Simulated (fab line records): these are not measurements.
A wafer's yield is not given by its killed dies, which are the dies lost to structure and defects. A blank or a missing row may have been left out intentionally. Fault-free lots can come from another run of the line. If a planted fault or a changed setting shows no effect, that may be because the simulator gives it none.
fab line records	flow rit_cmos
record lots=5	wafers=23
route steps=202 shown PRETRO@66 GATE@81 PLDD@115 SPACER@128 SILICIDE@162
start_h: hours from the record's opening day to when the first of the lot's shown wafers began	wait_h: hours since the lot's step before	" identical to the entry in the row above	L1.1+2: one row covering several wafers at once	- no value present, or no start provided	* or withheld: withheld	< > ~ a bound
route shown NAME@n: names a module that has steps shown in the file, with the first one's number in the route	usual: average and standard deviation across the fault-free wafers	same: alike in all rows	chamber/n: place in a boat	sites: each site's reading	_std_site: the values' standard deviation	_edge_site: outer sites' mean less inner sites'	radius_mm: for every site, how far away it sits from the centre of the wafer	mask NAME#n: copy n	behind: the tool/chamber that last shaped the wafer	hold: the reason the lot was held/the length of the hold in hours/how it ended	device: the n, p or np transistor that did not switch	end of line: tests run on the same wafers once the route is complete	where a step has no rows: the recipe by itself	killed: dies lost to structure and defects at the first sort, not the wafer's yield	map: the dies of a wafer, with x for killed, . for not killed, _ for no die there
set.NAME: the setting that was run; set.NAME@STEP: the one run at that earlier step	model.NAME: the simulator's own value behind a step, which no gauge read
lots with deliberately changed settings; one table per step, one row per wafer
## steps
# step RIT_PRETRO_SOFTBAKE_02
# recipe resist=NOVOLAK	temp_c=90	time_s=60
lot.wafer	tool	chamber	start_h	wait_h	set.time_s
L080.1+2+6	litho_track-02	0	60.79	0.1	60
L080.3+4	"	0	"	"	64.44
L081.1+4+5	litho_track-01	0	64.91	0.1	60
L081.2+3	"	0	"	"	63.34
L083.1+5	litho_track-02	0	77.81	0.1	60
L083.2+4+6	"	0	"	"	67.06
L084.3+4+6	litho_track-04	0	82.69	0.1	60
L085.2+3+5	litho_track-04	0	87.68	0.1	65.31
L085.4+6	"	0	"	"	60
# step RIT_PRETRO_EXPOSE_03
# recipe mask_id=M5	na=0.57	target_cd_nm=43700	dose_mj=250
# step RIT_PRETRO_PEB_04
# recipe resist=NOVOLAK	temp_c=withheld	time_s=withheld
# step RIT_PRETRO_DEVELOP_05
# recipe resist=NOVOLAK	develop_time_s=68	dev_temp_c=23
# step RIT_PRETRO_HARDBAKE_07
# recipe resist=NOVOLAK	temp_c=140	time_s=120
lot.wafer	tool	chamber	start_h	wait_h	set.spin_rpm@PRETRO_COAT_01	model.NOVOLAK_of_PRETRO_COAT_01.thk_nm
L080.1	litho_track-04	0	61.41	0.0	2000	1140
L080.2+6	"	0	"	"	1933	1156
L080.3	"	0	"	"	1933	1157
L080.4	"	0	"	"	2000	1139
L081.1	litho_track-02	0	65.53	0.0	2000	1139
L081.2+5	"	0	"	"	1886	1173
L081.3	"	0	"	"	1886	1176
L081.4	"	0	"	"	2000	1137
L083.1+6	litho_track-04	0	78.55	0.0	1932	1157
L083.2	"	0	"	"	2000	1140
L083.4	"	0	"	"	2000	1138
L083.5	"	0	"	"	1932	1159
L084.3	litho_track-01	0	83.50	0.1	2000	1141
L084.4+6	"	0	"	"	2000	1136
L085.2	litho_track-02	0	88.50	0.1	1943	1156
L085.3+6	"	0	"	"	2000	1141
L085.4	"	0	"	"	1943	1157
L085.5	"	0	"	"	2000	1137
# step RIT_GATE_OXIDATION_05
# recipe temp_c=900	ambient=O2	target_thk_a=30	ox_time_s=270
lot.wafer	tool	chamber	start_h	wait_h	set.ox_time_s	model.SiO2_of_GATE_OXIDATION_05.thk_nm
L080.1	-	-	-	0.1	270	3.036
L080.2	"	-	"	"	270	3.08
L080.3	"	-	"	"	270	3.007
L080.4	"	-	"	"	270	3.013
L080.6	"	-	"	"	270	3.078
L081.1	-	-	-	1.6	309.6	3.264
L081.2	"	-	"	"	309.6	3.234
L081.3	"	-	"	"	309.6	3.301
L081.4	"	-	"	"	309.6	3.29
L081.5	"	-	"	"	309.6	3.278
L083.1	-	-	-	0.1	302.5	3.186
L083.2	"	-	"	"	302.5	3.208
L083.4	"	-	"	"	302.5	3.199
L083.5	"	-	"	"	302.5	3.216
L083.6	"	-	"	"	302.5	3.211
L084.3	furnace-02	0	84.55	0.0	270	2.983
L084.4	"	0	"	"	270	2.97
L084.6	"	0	"	"	270	2.945
L085.2	-	-	-	0.0	303.3	3.324
L085.3	"	-	"	"	303.3	3.383
L085.4	"	-	"	"	303.3	3.278
L085.5	"	-	"	"	303.3	3.292
L085.6	"	-	"	"	303.3	3.259
# step RIT_GATE_SOFTBAKE_12
# recipe resist=NOVOLAK	temp_c=90	time_s=60
lot.wafer	tool	chamber	start_h	wait_h	set.temp_c
L080.1+2+3+4+6	litho_track-04	0	65.89	0.1	90
L081.1+2+3+4+5	litho_track-03	0	71.73	0.1	90
L083.1+4+6	litho_track-02	0	84.38	0.1	87.01
L083.2+5	"	0	"	"	90
L084.3+4+6	litho_track-03	0	88.77	0.1	90
L085.2+4+5	litho_track-02	0	95.53	0.1	92.61
L085.3+6	"	0	"	"	90
# step RIT_GATE_EXPOSE_13
# recipe mask_id=M6	na=0.6	source_shape=conventional	sigma_outer=0.6	target_cd_nm=150	dose_mj=380
lot.wafer	tool	chamber	start_h	wait_h	mask	set.dose_mj
L080.1+2	iline_stepper-02	0	66.04	0.1	M6#0	353.3
L080.3+4+6	"	0	"	"	M6#0	380
L081.1+3+5	iline_stepper-02	0	71.88	0.1	M6#0	380
L081.2+4	"	0	"	"	M6#0	401.4
L083.1+4+5	iline_stepper-02	0	84.71	0.3	M6#0	406.9
L083.2+6	"	0	"	"	M6#0	380
L084.3+4+6	iline_stepper-02	0	88.90	0.1	M6#0	380
L085.2+3+4+5+6	iline_stepper-01	0	95.80	0.2	M6#0	380
# step RIT_GATE_PEB_14
# recipe resist=NOVOLAK	temp_c=withheld	time_s=withheld
# step RIT_GATE_DEVELOP_15
# recipe resist=NOVOLAK	develop_time_s=50	dev_temp_c=23
lot.wafer	tool	chamber	start_h	wait_h	set.temp_c@GATE_SOFTBAKE_12	model.NOVOLAK_of_GATE_COAT_11.thk_nm
L080.1	litho_track-04	0	-	-	90	854.8
L080.2	"	0	"	"	90	856.4
L080.3	"	0	"	"	90	854.9
L080.4	"	0	"	"	90	853.4
L080.6	"	0	"	"	90	855.7
L081.1	litho_track-03	0	-	-	90	851
L081.2	"	0	"	"	90	851.6
L081.3	"	0	"	"	90	853.1
L081.4	"	0	"	"	90	850.3
L081.5	"	0	"	"	90	851.9
L083.1	litho_track-04	0	-	-	87.01	854
L083.2	"	0	"	"	90	847.5
L083.4	"	0	"	"	87.01	852.7
L083.5	"	0	"	"	90	847.8
L083.6	"	0	"	"	87.01	856.7
L084.3	litho_track-03	0	-	-	90	848.9
L084.4	"	0	"	"	90	849.3
L084.6	"	0	"	"	90	847.1
L085.2	litho_track-02	0	-	-	92.61	844
L085.3	"	0	"	"	90	851
L085.4	"	0	"	"	92.61	847.4
L085.5	"	0	"	"	92.61	846.8
L085.6	"	0	"	"	90	852
# step RIT_GATE_CD_MEAS_16
# recipe target_cd_nm=150
# usual cd_nm=149.0/2.3
lot.wafer	tool	chamber	start_h	wait_h	set.dose_mj@GATE_EXPOSE_13	cd_nm
L080.1	cd_sem-02	-	66.44	-	353.3	185.3
L080.2	"	-	"	"	353.3	185.4
L080.3	"	-	"	"	380	147.9
L080.4	"	-	"	"	380	148.4
L080.6	"	-	"	"	380	148.1
L081.1	cd_sem-02	-	72.28	-	380	151.1
L081.2	"	-	"	"	401.4	123.6
L081.3	"	-	"	"	380	147.3
L081.4	"	-	"	"	401.4	119.8
L081.5	"	-	"	"	380	146.8
L083.1	cd_sem-01	-	85.11	-	406.9	113.8
L083.2	"	-	"	"	380	147.5
L083.4	"	-	"	"	406.9	114.7
L083.5	"	-	"	"	406.9	116.5
L083.6	"	-	"	"	380	151.0
L084.3	cd_sem-01	-	89.31	-	380	152.3
L084.4	"	-	"	"	380	154.8
L084.6	"	-	"	"	380	152.6
L085.2	cd_sem-01	-	96.20	-	380	144.6
L085.3	"	-	"	"	380	147.0
L085.4	"	-	"	"	380	147.4
L085.5	"	-	"	"	380	146.7
L085.6	"	-	"	"	380	146.9
# step RIT_GATE_HARDBAKE_18
# recipe resist=NOVOLAK	temp_c=140	time_s=60
# step RIT_GATE_ETCH_19
# recipe chemistry=SF6/CHF3/O2	time_s=165	SF6_flow_sccm=30	CHF3_flow_sccm=30	O2_flow_sccm=5	target=poly-Si	pressure_mtorr=40	rf_w=160	target_depth_a=3125	over_etch_frac=0.25	stop_on=SiO2
lot.wafer	tool	chamber	start_h	wait_h	set.dose_mj@GATE_EXPOSE_13	model.GATE.cd_nm
L080.1	rie_si-01	2	66.74	0.1	353.3	185
L080.2	"	1	"	"	353.3	185.4
L080.3	"	0	"	"	380	148
L080.4	"	1	"	"	380	148.5
L080.6	"	0	"	"	380	148.3
L081.1	rie_si-02	0	72.58	0.1	380	150.9
L081.2	"	2	"	"	401.4	123.7
L081.3	"	1	"	"	380	147.6
L081.4	"	3	"	"	401.4	119.9
L081.5	"	2	"	"	380	147
L083.1	rie_si-02	3	85.42	0.1	406.9	113.8
L083.2	"	0	"	"	380	147.4
L083.4	"	1	"	"	406.9	114.5
L083.5	"	3	"	"	406.9	116.2
L083.6	"	2	"	"	380	150.7
L084.3	rie_si-01	3	89.57	0.1	380	152.2
L084.4	"	3	"	"	380	154.5
L084.6	"	0	"	"	380	152.6
L085.2	rie_si-02	3	96.49	0.1	380	144.6
L085.3	"	0	"	"	380	146.5
L085.4	"	2	"	"	380	147.3
L085.5	"	1	"	"	380	146.4
L085.6	"	0	"	"	380	147.1
# step RIT_GATE_STRIP_20
# recipe chemistry=O2	time_s=180	resist=NOVOLAK	platen_temp_c=withheld	power_w=500	pressure_mtorr=4000	o2_flow_sccm=4000
# step RIT_GATE_CD_MEAS_90
# recipe target_cd_nm=150
# usual cd_nm=149.0/2.3
lot.wafer	tool	chamber	start_h	wait_h	set.dose_mj@GATE_EXPOSE_13	cd_nm
L080.1	cd_sem-01	-	67.02	0.1	353.3	184.9
L080.2	"	-	"	"	353.3	185.4
L080.3	"	-	"	"	380	148.3
L080.4	"	-	"	"	380	148.7
L080.6	"	-	"	"	380	148.3
L081.1	cd_sem-02	-	72.87	0.1	380	150.8
L081.2	"	-	"	"	401.4	123.8
L081.3	"	-	"	"	380	147.5
L081.4	"	-	"	"	401.4	120.0
L081.5	"	-	"	"	380	147.3
L083.1	cd_sem-02	-	85.70	0.1	406.9	113.7
L083.2	"	-	"	"	380	147.3
L083.4	"	-	"	"	406.9	114.7
L083.5	"	-	"	"	406.9	115.9
L083.6	"	-	"	"	380	150.9
L084.3	cd_sem-01	-	89.89	0.1	380	152.3
L084.4	"	-	"	"	380	154.2
L084.6	"	-	"	"	380	152.4
L085.2	cd_sem-01	-	96.79	0.1	380	144.7
L085.3	"	-	"	"	380	146.5
L085.4	"	-	"	"	380	147.4
L085.5	"	-	"	"	380	146.2
L085.6	"	-	"	"	380	146.9
# step RIT_PLDD_COAT_01
# recipe resist=NOVOLAK	spin_rpm=3250	resist_thk_nm=1000
lot.wafer	tool	chamber	start_h	wait_h	set.spin_rpm	model.NOVOLAK_of_PLDD_COAT_01.thk_nm
L080.1	litho_track-01	0	72.77	0.1	3250	1003
L080.2	"	0	"	"	3407	980
L080.3	"	0	"	"	3250	1004
L080.4	"	0	"	"	3407	981.8
L080.6	"	0	"	"	3407	978.7
L081.1	litho_track-01	0	78.43	0.1	3250	1002
L081.2	"	0	"	"	3394	982.5
L081.3	"	0	"	"	3394	980
L081.4	"	0	"	"	3394	984.1
L081.5	"	0	"	"	3250	1003
L083.1	litho_track-03	0	90.37	0.1	3250	1005
L083.2+4+5+6	"	0	"	"	3250	1003
L084.3	litho_track-04	0	94.79	0.1	3250	1004
L084.4+6	"	0	"	"	3250	1003
L085.2	litho_track-01	0	101.58	0.1	3354	984.7
L085.3	"	0	"	"	3250	998.1
L085.4	"	0	"	"	3354	982.7
L085.5	"	0	"	"	3250	998
L085.6	"	0	"	"	3354	984.9
# step RIT_PLDD_SOFTBAKE_02
# recipe resist=NOVOLAK	temp_c=90	time_s=60
# step RIT_PLDD_EXPOSE_03
# recipe mask_id=M8	na=0.57	target_cd_nm=40900	dose_mj=250
# step RIT_PLDD_DEVELOP_05
# recipe resist=NOVOLAK	develop_time_s=50	dev_temp_c=23
# step RIT_PLDD_HARDBAKE_07
# recipe resist=NOVOLAK	temp_c=140	time_s=60
lot.wafer	tool	chamber	start_h	wait_h	set.spin_rpm@PLDD_COAT_01	model.NOVOLAK_of_PLDD_COAT_01.thk_nm
L080.1	litho_track-01	0	73.64	0.0	3250	886.4
L080.2	"	0	"	"	3407	866.3
L080.3	"	0	"	"	3250	887.5
L080.4	"	0	"	"	3407	867.9
L080.6	"	0	"	"	3407	865.2
L081.1	litho_track-01	0	79.16	0.0	3250	885.8
L081.2	"	0	"	"	3394	868.4
L081.3	"	0	"	"	3394	866.2
L081.4	"	0	"	"	3394	869.8
L081.5	"	0	"	"	3250	886.1
L083.1	litho_track-04	0	91.11	0.0	3250	888.4
L083.2+4	"	0	"	"	3250	886.7
L083.5+6	"	0	"	"	3250	886.3
L084.3	litho_track-01	0	95.65	0.1	3250	887.2
L084.4	"	0	"	"	3250	886.5
L084.6	"	0	"	"	3250	886.8
L085.2	litho_track-04	0	102.32	0.0	3354	870.3
L085.3	"	0	"	"	3250	882.2
L085.4	"	0	"	"	3354	868.7
L085.5	"	0	"	"	3250	882.1
L085.6	"	0	"	"	3354	870.6
# step RIT_SPACER_CVD_03
# recipe material=Si3N4	target_thk_nm=250	temp_c=810	precursor=SiH2Cl2/NH3	time_s=3300	pressure_mtorr=300	sih2cl2_flow_sccm=60	nh3_flow_sccm=150
lot.wafer	tool	chamber	start_h	wait_h	set.temp_c	model.Si3N4_of_SPACER_CVD_03.thk_nm
L080.1	-	-	-	1.0	829.3	351.5
L080.2	"	-	"	"	829.3	352.6
L080.3	"	-	"	"	829.3	353
L080.4	"	-	"	"	829.3	352.8
L080.6	"	-	"	"	829.3	353.9
L081.1	-	-	-	0.4	792.7	182.6
L081.2	"	-	"	"	792.7	183.7
L081.3	"	-	"	"	792.7	182.8
L081.4	"	-	"	"	792.7	182.7
L081.5	"	-	"	"	792.7	185.3
L083.1	-	-	-	0.0	817.5	287.1
L083.2	"	-	"	"	817.5	285.4
L083.4	"	-	"	"	817.5	286.7
L083.5	"	-	"	"	817.5	287.5
L083.6	"	-	"	"	817.5	288.5
L084.3	lpcvd-01	1	96.53	0.0	810	252.2
L084.4	"	1	"	"	810	250.1
L084.6	"	1	"	"	810	250
L085.2	-	-	-	0.9	793.4	188
L085.3+6	"	-	"	"	793.4	189.3
L085.4	"	-	"	"	793.4	190.5
L085.5	"	-	"	"	793.4	190.4
# step RIT_SPACER_THK_MEAS_04
# recipe reads=Si3N4_of_SPACER_CVD_03
# usual SPACER_NITRIDE_THK=251.3/2.4
lot.wafer	tool	chamber	start_h	wait_h	set.temp_c@SPACER_CVD_03	SPACER_NITRIDE_THK[nm]
L080.1	film_metro-03	-	-	-	829.3	351.5
L080.2	"	-	"	"	829.3	352.7
L080.3	"	-	"	"	829.3	352.8
L080.4	"	-	"	"	829.3	353.0
L080.6	"	-	"	"	829.3	353.9
L081.1	film_metro-02	-	-	-	792.7	182.8
L081.2	"	-	"	"	792.7	183.6
L081.3	"	-	"	"	792.7	182.7
L081.4	"	-	"	"	792.7	182.7
L081.5	"	-	"	"	792.7	185.3
L083.1	film_metro-02	-	-	-	817.5	287.3
L083.2	"	-	"	"	817.5	285.4
L083.4	"	-	"	"	817.5	286.4
L083.5	"	-	"	"	817.5	287.8
L083.6	"	-	"	"	817.5	288.3
L084.3	film_metro-03	-	98.47	0.0	810	252.1
L084.4	"	-	"	"	810	250.2
L084.6	"	-	"	"	810	249.9
L085.2	film_metro-03	-	-	-	793.4	188.1
L085.3	"	-	"	"	793.4	189.5
L085.4	"	-	"	"	793.4	190.5
L085.5	"	-	"	"	793.4	190.4
L085.6	"	-	"	"	793.4	189.4
# step RIT_SPACER_ETCHBACK_05
# recipe target_depth_a=2500	SF6_flow_sccm=30	CHF3_flow_sccm=30	target=Si3N4	chemistry=SF6/CHF3	pressure_mtorr=40	rf_w=250	time_s=240	stop_on=SiO2
# usual oes_product_au=0.845/0.017
lot.wafer	tool	chamber	start_h	wait_h	set.time_s	set.temp_c@SPACER_CVD_03	oes_product_au	model.etch.depth_nm	model.Si3N4_of_SPACER_CVD_03.thk_nm
L080.1	rie_diel-02	3	77.52	0.1	240	829.3	0.984	314.1	275.2
L080.2	"	0	"	"	240	829.3	0.988	314.9	275.8
L080.3	"	2	"	"	229.4	829.3	0.983	294.5	281.1
L080.4	"	1	"	"	240	829.3	1.002	317.2	275.4
L080.6	"	2	"	"	229.4	829.3	0.991	294.2	281.9
L081.1	rie_diel-01	0	82.47	0.1	240	792.7	0.667	182.6	143
L081.2	"	3	"	"	240	792.7	0.701	183.7	144.3
L081.3	"	2	"	"	240	792.7	0.677	182.8	141.6
L081.4	"	1	"	"	240	792.7	0.699	182.7	143
L081.5	"	2	"	"	240	792.7	0.674	185.3	143.6
L083.1	rie_diel-04	2	94.94	0.1	223.8	817.5	0.958	280.5	231.4
L083.2	"	1	"	"	223.8	817.5	0.998	282.9	229.5
L083.4	"	3	"	"	240	817.5	0.924	286.7	224.4
L083.5	"	1	"	"	240	817.5	0.963	287.5	227
L083.6	"	0	"	"	223.8	817.5	0.992	284.7	231.7
L084.3	rie_diel-01	3	98.51	0.0	240	810	0.868	252.2	197.9
L084.4	"	2	"	"	240	810	0.828	250.1	193
L084.6	"	2	"	"	240	810	0.832	250	193
L085.2	rie_diel-02	2	106.12	0.0	240	793.4	0.689	188	147.8
L085.3	"	1	"	"	240	793.4	0.687	189.3	146.8
L085.4	"	0	"	"	240	793.4	0.680	190.5	148.5
L085.5	"	3	"	"	240	793.4	0.679	190.4	149.2
L085.6	"	0	"	"	240	793.4	0.686	189.3	147.8
# step RIT_SILICIDE_SPUTTER_01
# recipe material=Ti	target_thk_nm=30	power_w=350	chamber_pressure_pa=0.667	gas=Ar	time_s=240	substrate_temp_c=25
lot.wafer	tool	chamber	start_h	wait_h	set.chamber_pressure_pa
L080.1+2+3+4+6	pvd_sputter-03	-	81.73	0.0	0.724
L081.1+2+3+4+5	pvd_sputter-01	-	86.71	0.0	0.5904
L083.1+2+4+5+6	pvd_sputter-01	-	98.86	0.0	0.7485
L084.3+4+6	pvd_sputter-03	-	102.58	0.0	0.667
L085.2+3+4+5+6	pvd_sputter-01	-	110.64	0.0	0.667
# step RIT_SILICIDE_RS_MEAS_02
# recipe thk_meas_gauge=four-point-probe	reads=Ti_of_SILICIDE_SPUTTER_01
# usual SILICIDE_TI_RS=48.0/0.73
lot.wafer	tool	chamber	start_h	wait_h	set.chamber_pressure_pa@SILICIDE_SPUTTER_01	SILICIDE_TI_RS[ohm/sq]
L080.1	film_metro-04	-	81.88	0.1	0.724	58.4
L080.2	"	-	"	"	0.724	58.4
L080.3	"	-	"	"	0.724	56.6
L080.4	"	-	"	"	0.724	56.3
L080.6	"	-	"	"	0.724	58.5
L081.1	film_metro-02	-	86.86	0.1	0.5904	37.5
L081.2	"	-	"	"	0.5904	37.8
L081.3	"	-	"	"	0.5904	37.2
L081.4	"	-	"	"	0.5904	38.4
L081.5	"	-	"	"	0.5904	37.6
L083.1	film_metro-04	-	99.01	0.1	0.7485	60.9
L083.2	"	-	"	"	0.7485	61.3
L083.4	"	-	"	"	0.7485	61.6
L083.5	"	-	"	"	0.7485	61.1
L083.6	"	-	"	"	0.7485	62.9
L084.3	film_metro-04	-	102.77	0.1	0.667	47.8
L084.4	"	-	"	"	0.667	47.8
L084.6	"	-	"	"	0.667	48.3
L085.2	film_metro-03	-	110.81	0.1	0.667	48.1
L085.3	"	-	"	"	0.667	47.2
L085.4	"	-	"	"	0.667	48.9
L085.5	"	-	"	"	0.667	48.6
L085.6	"	-	"	"	0.667	47.4
## key
split step=RIT_PRETRO_SOFTBAKE_02	setting=time_s	stated=60	by=wafer
response none clear
split step=RIT_GATE_OXIDATION_05	setting=ox_time_s	stated=270	by=lot
response step=RIT_GATE_OXIDATION_05	reading=model.SiO2_of_GATE_OXIDATION_05.thk_nm	change=+0.0188	per=1%	r=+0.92
split step=RIT_GATE_SOFTBAKE_12	setting=temp_c	stated=90	by=wafer
response step=RIT_GATE_DEVELOP_15	reading=model.NOVOLAK_of_GATE_COAT_11.thk_nm	change=-1.97	per=1%	r=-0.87
split step=RIT_GATE_EXPOSE_13	setting=dose_mj	stated=380	by=wafer
response step=RIT_GATE_CD_MEAS_16	reading=cd_nm	change=-4.99	per=1%	r=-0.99
response step=RIT_GATE_ETCH_19	reading=model.GATE.cd_nm	change=-4.97	per=1%	r=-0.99
response step=RIT_GATE_CD_MEAS_90	reading=cd_nm	change=-4.97	per=1%	r=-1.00
split step=RIT_PLDD_COAT_01	setting=spin_rpm	stated=3250	by=wafer
response step=RIT_PLDD_COAT_01	reading=model.NOVOLAK_of_PLDD_COAT_01.thk_nm	change=-4.66	per=1%	r=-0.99
response step=RIT_PLDD_HARDBAKE_07	reading=model.NOVOLAK_of_PLDD_COAT_01.thk_nm	change=-4.08	per=1%	r=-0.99
split step=RIT_SPACER_CVD_03	setting=temp_c	stated=810	by=lot
response step=RIT_SPACER_CVD_03	reading=model.Si3N4_of_SPACER_CVD_03.thk_nm	change=+36.2	per=1%	r=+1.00
response step=RIT_SPACER_THK_MEAS_04	reading=SPACER_NITRIDE_THK	change=+36.2	per=1%	r=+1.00
response step=RIT_SPACER_ETCHBACK_05	reading=oes_product_au	change=+0.0741	per=1%	r=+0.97
response step=RIT_SPACER_ETCHBACK_05	reading=model.etch.depth_nm	change=+28.2	per=1%	r=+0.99
response step=RIT_SPACER_ETCHBACK_05	reading=model.Si3N4_of_SPACER_CVD_03.thk_nm	change=+29	per=1%	r=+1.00
split step=RIT_SPACER_ETCHBACK_05	setting=time_s	stated=240	by=wafer
response none clear
split step=RIT_SILICIDE_SPUTTER_01	setting=chamber_pressure_pa	stated=0.667	by=lot
response step=RIT_SILICIDE_RS_MEAS_02	reading=SILICIDE_TI_RS	change=+1.01	per=1%	r=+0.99
split outside_this_file step=RIT_PRETRO_COAT_01 setting=spin_rpm
# split outside_this_file: this setting was split too, and the file shows its column; the key of that split is in another file
